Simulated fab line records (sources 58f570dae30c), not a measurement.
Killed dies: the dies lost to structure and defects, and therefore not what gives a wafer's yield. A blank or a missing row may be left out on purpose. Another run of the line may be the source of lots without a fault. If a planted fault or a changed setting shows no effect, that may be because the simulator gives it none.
Which of the tools did it? / flow berkeley-cmos170 / Sampling: 15 lots, 45 wafers, 6 of 331 route steps

## WHAT EACH GAUGE READ, for each wafer
UCB170_PLDD_OVL_MEAS_07.
lot=L306; measured=day 6 08:34; on=overlay-01; PLDD_OVL (nm)=-2 -6 0
lot=L307; measured=day 6 09:08; on=overlay-02; PLDD_OVL (nm)=-6 -11 -6
lot=L308; measured=day 6 19:53; on=overlay-02; PLDD_OVL (nm)=10 13 4
lot=L310; measured=day 7 09:05; on=overlay-01; PLDD_OVL (nm)=-9 -9 -6
lot=L313; measured=day 7 17:56; on=overlay-01; PLDD_OVL (nm)=-5 2 2
lot=L319; measured=day 8 22:20; on=overlay-02; PLDD_OVL (nm)=-3 3 -6
lot=L320; measured=day 8 22:34; on=overlay-01; PLDD_OVL (nm)=-3 -1 -3
lot=L318; measured=day 8 22:53; on=overlay-01; PLDD_OVL (nm)=-7 -10 -3
lot=L323; measured=day 9 21:13; on=overlay-01; PLDD_OVL (nm)=-4 -9 -11
lot=L324; measured=day 9 21:46; on=overlay-02; PLDD_OVL (nm)=4 -1 5
lot=L325; measured=day 10 02:08; on=overlay-02; PLDD_OVL (nm)=-3 -11 -4
lot=L326; measured=day 10 02:30; on=overlay-01; PLDD_OVL (nm)=7 8 0
lot=L327; measured=day 10 16:05; on=overlay-01; PLDD_OVL (nm)=-15 -15 -9
lot=L328; measured=day 10 16:20; on=overlay-02; PLDD_OVL (nm)=-1 -6 -9
lot=L329; measured=day 10 22:05; on=overlay-02; PLDD_OVL (nm)=-9 -5 -12

UCB170_SDANNEAL_RS_MEAS_04: measures by four-point-probe.
lot=L306; measured=day 7 01:26; on=film-metro-01; PLDD_RS (ohm/sq)=1019.3 1019.3 1016.3
lot=L307; measured=day 7 01:08; on=film-metro-04; PLDD_RS (ohm/sq)=1024.1 1022.1 1020.7
lot=L308; measured=day 7 10:26; on=film-metro-01; PLDD_RS (ohm/sq)=1021.5 1025.9 1027.7
lot=L310; measured=day 7 21:28; on=film-metro-01; PLDD_RS (ohm/sq)=1016.6 1014.7 1015.8
lot=L313; measured=day 8 06:38; on=film-metro-04; PLDD_RS (ohm/sq)=1026.5 1025.2 1021.0
lot=L319; measured=day 9 13:05; on=film-metro-01; PLDD_RS (ohm/sq)=968.4 966.1 968.6
lot=L320; measured=day 9 13:13; on=film-metro-04; PLDD_RS (ohm/sq)=967.1 970.8 968.0
lot=L318; measured=day 9 13:09; on=film-metro-02; PLDD_RS (ohm/sq)=964.8 962.0 968.2
lot=L323; measured=day 10 12:27; on=film-metro-02; PLDD_RS (ohm/sq)=1019.2 1017.0 1015.9
lot=L324; measured=day 10 12:46; on=film-metro-04; PLDD_RS (ohm/sq)=1020.0 1020.5 1021.4
lot=L325; measured=day 10 13:07; on=film-metro-01; PLDD_RS (ohm/sq)=1016.6 1020.4 1021.1
lot=L326; measured=day 10 13:20; on=film-metro-02; PLDD_RS (ohm/sq)=1019.1 1018.5 1021.1
lot=L327; measured=day 11 07:20; on=film-metro-02; PLDD_RS (ohm/sq)=1018.8 1024.1 1020.0
lot=L328; measured=day 11 07:17; on=film-metro-01; PLDD_RS (ohm/sq)=1017.6 1017.1 1021.4
lot=L329; measured=day 11 10:34; on=film-metro-01; PLDD_RS (ohm/sq)=1017.9 1017.2 1019.4

UCB170_SDANNEAL_RS_MEAS_05: measures by four-point-probe.
lot=L306; measured=day 7 01:33; on=film-metro-01; NLDD_RS (ohm/sq)=613.9 614.7 614.0
lot=L307; measured=day 7 01:16; on=film-metro-04; NLDD_RS (ohm/sq)=613.9 613.2 613.3
lot=L308; measured=day 7 10:33; on=film-metro-01; NLDD_RS (ohm/sq)=618.2 616.1 617.0
lot=L310; measured=day 7 21:35; on=film-metro-01; NLDD_RS (ohm/sq)=613.9 614.1 614.4
lot=L313; measured=day 8 06:46; on=film-metro-04; NLDD_RS (ohm/sq)=615.9 617.8 618.3
lot=L319; measured=day 9 13:13; on=film-metro-01; NLDD_RS (ohm/sq)=609.2 610.0 607.3
lot=L320; measured=day 9 13:20; on=film-metro-04; NLDD_RS (ohm/sq)=610.0 610.7 611.2
lot=L318; measured=day 9 13:16; on=film-metro-02; NLDD_RS (ohm/sq)=607.3 608.3 607.5
lot=L323; measured=day 10 12:34; on=film-metro-02; NLDD_RS (ohm/sq)=615.4 613.0 613.5
lot=L324; measured=day 10 12:53; on=film-metro-04; NLDD_RS (ohm/sq)=617.9 616.8 616.3
lot=L325; measured=day 10 13:14; on=film-metro-01; NLDD_RS (ohm/sq)=615.0 617.0 615.0
lot=L326; measured=day 10 13:28; on=film-metro-02; NLDD_RS (ohm/sq)=614.6 613.3 615.5
lot=L327; measured=day 11 07:27; on=film-metro-02; NLDD_RS (ohm/sq)=613.6 613.7 615.4
lot=L328; measured=day 11 07:25; on=film-metro-01; NLDD_RS (ohm/sq)=611.6 615.3 612.5
lot=L329; measured=day 11 10:41; on=film-metro-01; NLDD_RS (ohm/sq)=613.2 614.3 616.6

## WHICH TOOL RAN EACH LOT (tool, then ch and the chambers of the sampled wafers, then the start)
lot=L306; UCB170_NLDD_SOFTBAKE_02=litho-track-01 ch 0, day 6 09:49; UCB170_SPACER_ANNEAL_02=furnace-01 ch 0, day 6 14:23; UCB170_PSD_STRIP_09=plasma-asher-02 ch 0,1, day 6 17:52
lot=L307; UCB170_NLDD_SOFTBAKE_02=litho-track-04 ch 0, day 6 10:07; UCB170_SPACER_ANNEAL_02=furnace-01 ch 0, day 6 14:23; UCB170_PSD_STRIP_09=plasma-asher-01 ch 0,1, day 6 17:40
lot=L308; UCB170_NLDD_SOFTBAKE_02=litho-track-04 ch 0, day 6 23:58; UCB170_SPACER_ANNEAL_02=furnace-04 ch 0, day 7 04:02; UCB170_PSD_STRIP_09=plasma-asher-03 ch 0,1, day 7 07:00
lot=L310; UCB170_NLDD_SOFTBAKE_02=litho-track-02 ch 0, day 7 10:30; UCB170_SPACER_ANNEAL_02=furnace-04 ch 0, day 7 14:42; UCB170_PSD_STRIP_09=plasma-asher-01 ch 0,1, day 7 17:50
lot=L313; UCB170_NLDD_SOFTBAKE_02=litho-track-02 ch 0, day 7 19:18; UCB170_SPACER_ANNEAL_02=furnace-01 ch 0, day 8 00:20; UCB170_PSD_STRIP_09=plasma-asher-03 ch 0,1, day 8 03:22
lot=L319; UCB170_NLDD_SOFTBAKE_02=litho-track-04 ch 0, day 8 23:19; UCB170_SPACER_ANNEAL_02=furnace-01 ch 0, day 9 04:34; UCB170_PSD_STRIP_09=plasma-asher-02 ch 1, day 9 08:01
lot=L320; UCB170_NLDD_SOFTBAKE_02=litho-track-04 ch 0, day 8 23:46; UCB170_SPACER_ANNEAL_02=furnace-01 ch 0, day 9 04:34; UCB170_PSD_STRIP_09=plasma-asher-02 ch 0,1, day 9 08:17
lot=L318; UCB170_NLDD_SOFTBAKE_02=litho-track-01 ch 0, day 9 00:08; UCB170_SPACER_ANNEAL_02=furnace-01 ch 0, day 9 04:34; UCB170_PSD_STRIP_09=plasma-asher-01 ch 0,1, day 9 08:06
lot=L323; UCB170_NLDD_SOFTBAKE_02=litho-track-04 ch 0, day 9 22:13; UCB170_SPACER_ANNEAL_02=furnace-02 ch 0, day 10 05:36; UCB170_PSD_STRIP_09=plasma-asher-02 ch 0,1, day 10 08:39
lot=L324; UCB170_NLDD_SOFTBAKE_02=litho-track-04 ch 0, day 9 22:49; UCB170_SPACER_ANNEAL_02=furnace-02 ch 0, day 10 05:36; UCB170_PSD_STRIP_09=plasma-asher-01 ch 0,1, day 10 08:50
lot=L325; UCB170_NLDD_SOFTBAKE_02=litho-track-04 ch 0, day 10 03:09; UCB170_SPACER_ANNEAL_02=furnace-02 ch 0, day 10 05:36; UCB170_PSD_STRIP_09=plasma-asher-03 ch 0,1, day 10 08:53
lot=L326; UCB170_NLDD_SOFTBAKE_02=litho-track-01 ch 0, day 10 03:32; UCB170_SPACER_ANNEAL_02=furnace-02 ch 0, day 10 05:36; UCB170_PSD_STRIP_09=plasma-asher-02 ch 0,1, day 10 09:01
lot=L327; UCB170_NLDD_SOFTBAKE_02=litho-track-01 ch 0, day 10 17:49; UCB170_SPACER_ANNEAL_02=furnace-02 ch 0, day 10 21:44; UCB170_PSD_STRIP_09=plasma-asher-02 ch 0,1, day 11 00:49
lot=L328; UCB170_NLDD_SOFTBAKE_02=litho-track-02 ch 0, day 10 17:49; UCB170_SPACER_ANNEAL_02=furnace-02 ch 0, day 10 21:44; UCB170_PSD_STRIP_09=plasma-asher-01 ch 0,1, day 11 00:47
lot=L329; UCB170_NLDD_SOFTBAKE_02=litho-track-02 ch 0, day 10 23:07; UCB170_SPACER_ANNEAL_02=furnace-04 ch 0, day 11 03:52; UCB170_PSD_STRIP_09=plasma-asher-01 ch 0,1, day 11 07:09
- UCB170_NLDD_SOFTBAKE_02: time 61.18 s.
- UCB170_SPACER_ANNEAL_02: time 1800 s.
- UCB170_PSD_STRIP_09: strips in O2.

## WHAT THE TOOLS THEMSELVES READ (means of the sampled wafers that have a number; where no wafer has one, the mark that the record gives instead)
UCB170_NLDD_SOFTBAKE_02.
lot=L306; tool=litho-track-01; plate-sensor-t-centre-C (C)=131.40; plate-sensor-t-edge-C (C)=131.53
lot=L307; tool=litho-track-04; plate-sensor-t-centre-C (C)=131.40; plate-sensor-t-edge-C (C)=131.54
lot=L308; tool=litho-track-04; plate-sensor-t-centre-C (C)=131.40; plate-sensor-t-edge-C (C)=131.52
lot=L310; tool=litho-track-02; plate-sensor-t-centre-C (C)=131.41; plate-sensor-t-edge-C (C)=131.53
lot=L313; tool=litho-track-02; plate-sensor-t-centre-C (C)=131.41; plate-sensor-t-edge-C (C)=131.52
lot=L319; tool=litho-track-04; plate-sensor-t-centre-C (C)=131.40; plate-sensor-t-edge-C (C)=131.53
lot=L320; tool=litho-track-04; plate-sensor-t-centre-C (C)=131.41; plate-sensor-t-edge-C (C)=131.54
lot=L318; tool=litho-track-01; plate-sensor-t-centre-C (C)=131.41; plate-sensor-t-edge-C (C)=131.54
lot=L323; tool=litho-track-04; plate-sensor-t-centre-C (C)=131.41; plate-sensor-t-edge-C (C)=131.53
lot=L324; tool=litho-track-04; plate-sensor-t-centre-C (C)=131.40; plate-sensor-t-edge-C (C)=131.54
lot=L325; tool=litho-track-04; plate-sensor-t-centre-C (C)=131.41; plate-sensor-t-edge-C (C)=131.53
lot=L326; tool=litho-track-01; plate-sensor-t-centre-C (C)=131.42; plate-sensor-t-edge-C (C)=131.53
lot=L327; tool=litho-track-01; plate-sensor-t-centre-C (C)=131.41; plate-sensor-t-edge-C (C)=131.53
lot=L328; tool=litho-track-02; plate-sensor-t-centre-C (C)=131.41; plate-sensor-t-edge-C (C)=131.52
lot=L329; tool=litho-track-02; plate-sensor-t-centre-C (C)=131.42; plate-sensor-t-edge-C (C)=131.54

UCB170_PSD_STRIP_09.
lot=L306; tool=plasma-asher-02; drypump-motor-current-A (A)=6.09; oes-product-au (a.u.)=0.601; strip-time-to-endpoint-s (s)=29.40
lot=L307; tool=plasma-asher-01; drypump-motor-current-A (A)=5.82; oes-product-au (a.u.)=0.600; strip-time-to-endpoint-s (s)=29.42
lot=L308; tool=plasma-asher-03; drypump-motor-current-A (A)=5.90; oes-product-au (a.u.)=0.595; strip-time-to-endpoint-s (s)=29.44
lot=L310; tool=plasma-asher-01; drypump-motor-current-A (A)=5.82; oes-product-au (a.u.)=0.599; strip-time-to-endpoint-s (s)=29.27
lot=L313; tool=plasma-asher-03; drypump-motor-current-A (A)=5.75; oes-product-au (a.u.)=0.602; strip-time-to-endpoint-s (s)=29.37
lot=L319; tool=plasma-asher-02; drypump-motor-current-A (A)=6.24; oes-product-au (a.u.)=0.604; strip-time-to-endpoint-s (s)=29.39
lot=L320; tool=plasma-asher-02; drypump-motor-current-A (A)=6.10; oes-product-au (a.u.)=0.602; strip-time-to-endpoint-s (s)=29.45
lot=L318; tool=plasma-asher-01; drypump-motor-current-A (A)=5.99; oes-product-au (a.u.)=0.600; strip-time-to-endpoint-s (s)=29.32
lot=L323; tool=plasma-asher-02; drypump-motor-current-A (A)=6.07; oes-product-au (a.u.)=0.597; strip-time-to-endpoint-s (s)=29.32
lot=L324; tool=plasma-asher-01; drypump-motor-current-A (A)=5.82; oes-product-au (a.u.)=0.597; strip-time-to-endpoint-s (s)=29.47
lot=L325; tool=plasma-asher-03; drypump-motor-current-A (A)=5.91; oes-product-au (a.u.)=0.608; strip-time-to-endpoint-s (s)=29.34
lot=L326; tool=plasma-asher-02; drypump-motor-current-A (A)=5.94; oes-product-au (a.u.)=0.599; strip-time-to-endpoint-s (s)=29.39
lot=L327; tool=plasma-asher-02; drypump-motor-current-A (A)=6.09; oes-product-au (a.u.)=0.604; strip-time-to-endpoint-s (s)=29.35
lot=L328; tool=plasma-asher-01; drypump-motor-current-A (A)=5.81; oes-product-au (a.u.)=0.597; strip-time-to-endpoint-s (s)=29.30
lot=L329; tool=plasma-asher-01; drypump-motor-current-A (A)=5.82; oes-product-au (a.u.)=0.602; strip-time-to-endpoint-s (s)=29.31

## THE ANSWER, worked out from the rows above alone
Rule: the lots themselves supply what counts as usual. The widest of any qualifying gaps counts: lots, ordered by their means at a reading, are off when they make up no more than a third of the lots, leave a main group of 4 or more, and stand apart from it by 3 or more times the standard deviation of that group's means. The tables above print the reading to a certain number of digits; a main group whose means all agree to those digits is not used. Also off: a lot with no number at a reading for which 4 or more lots have one. Any other lot the step has rows for is counted as sound. Order of review: gauges by route order, followed by the tools' own readings, for which a lot's mean as printed above is used. The first step at which some lot is off is used, and at that step the reading that is off furthest; a lot without a number counts as furthest.
Off: at UCB170_SDANNEAL_RS_MEAS_04 (PLDD_RS), L319, L320, L318. Mean 1020.0 ohm/sq and standard deviation 2.6 in the main group.
A tool fits if, at a process step before that reading, it ran every lot that is off, and no sound lot after the first of them. Gauges at UCB170_SDANNEAL_RS_MEAS_04: tried the same way as those tools. One candidate fits, namely furnace-01 at UCB170_SPACER_ANNEAL_02. Its last sound lot is L313 (day 8 00:20), its first lot that is off L318 (day 9 04:34): a fault that began between those two fits.

## WHAT THE SIMULATOR PUT IN
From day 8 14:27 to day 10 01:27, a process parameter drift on furnace-01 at UCB170_SPACER_ANNEAL_02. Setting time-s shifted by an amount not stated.
Shown lots that were struck: L319, L320, L318. Same finding as the rule above.
